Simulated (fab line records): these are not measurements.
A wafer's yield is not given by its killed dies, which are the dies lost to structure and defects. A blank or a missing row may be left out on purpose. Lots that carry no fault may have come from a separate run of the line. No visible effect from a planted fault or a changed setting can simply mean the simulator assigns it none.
Struck lot and sound lot, side by side + flow rit_cmos + 14 out of 202 route steps
Sound: the wafers L920.1, L920.2, L920.3. Struck: wafers L910.1, L910.2, L910.4. The cause comes at the end.
For every step that has rows: the tool of each side, followed by ch and its chambers, followed by its first start. Under that, the readings that differ: sound wafers + struck wafers + difference of the means + sigmas: that difference in standard deviations of wafers without a fault.
alike: a reading whose means differ by less than 2 such deviations, as well as words and numbers matching on both sides. not compared: withheld readings; readings where some wafer has no value; bounds like >300 that might hide an equal value; numbers whose values overlap and for which the record gives no deviation.
A row with sigmas, a row that says differs or no value, or rows on one side alone: a step with any of these is where the two part. When numbers do not overlap yet have no deviation, they are printed without sigmas and do not part them. A reading missing from all wafers of one side parts the sides only when that side holds two or more wafers.

first, 3 steps without rows for these wafers: RIT_GATE_CLEAN_02 (cleans in dHF, time 30.81 s); RIT_GATE_CLEAN_03 (cleans in SC2, time 600 s); RIT_GATE_CLEAN_04 (cleans in dHF, time 60 s).
RIT_FOX2_THK_MEAS_91:
  sound on film_metro-01, day 6 08:06; struck on film_metro-04, day 4 06:41
  alike: FIELD_OXIDE_LEFT_2_THK
then, 2 steps without rows for these wafers: RIT_GATE_OXIDATION_05 (target thk 3 nm, ox time 270 s); RIT_GATE_ANNEAL_06 (time 600 s).
RIT_GATE_THK_MEAS_07:
  sound on film_metro-01, day 6 09:38; struck on film_metro-02, day 4 08:24
| reading             | sound          | struck         | difference | sigmas |
|---------------------|----------------|----------------|------------|--------|
| GATE_OXIDE_THK (nm) | 3.12 3.06 3.03 | 2.94 2.93 2.93 | -0.14      | -2     |
then, 1 step without rows for these wafers: RIT_GATE_CVD_08 (deposits poly-Si from SiH4, target thk 250 nm, time 2220 s).
RIT_GATE_THK_MEAS_09:
  sound on film_metro-01, day 6 11:31; struck on film_metro-04, day 4 10:04
  alike: GATE_POLY_THK
then, 3 steps without rows for these wafers: RIT_GATE_HMDS_10 (prime time 60 s); RIT_GATE_COAT_11 (resist thk 850 nm); RIT_GATE_SOFTBAKE_12 (time 60 s).
RIT_GATE_EXPOSE_13: exposes mask M6, target cd 150 nm.
  sound on iline_stepper-02 ch 0, day 6 12:01; struck on iline_stepper-01, day 4 10:41
  no value came back on the struck wafers for exposure_dose_mJ_cm2, focus_offset_nm (nm), reticle_temp_C (C), sigma_outer; on the sound wafers exposure_dose_mJ_cm2 reads 376.4 376.1 376.4
  alike: mask
then, 1 step without rows for these wafers: RIT_GATE_PEB_14.

## WHERE THEY PART
First at RIT_GATE_THK_MEAS_07; last, within this record, at RIT_GATE_EXPOSE_13.

WHY: the cause the simulator had injected
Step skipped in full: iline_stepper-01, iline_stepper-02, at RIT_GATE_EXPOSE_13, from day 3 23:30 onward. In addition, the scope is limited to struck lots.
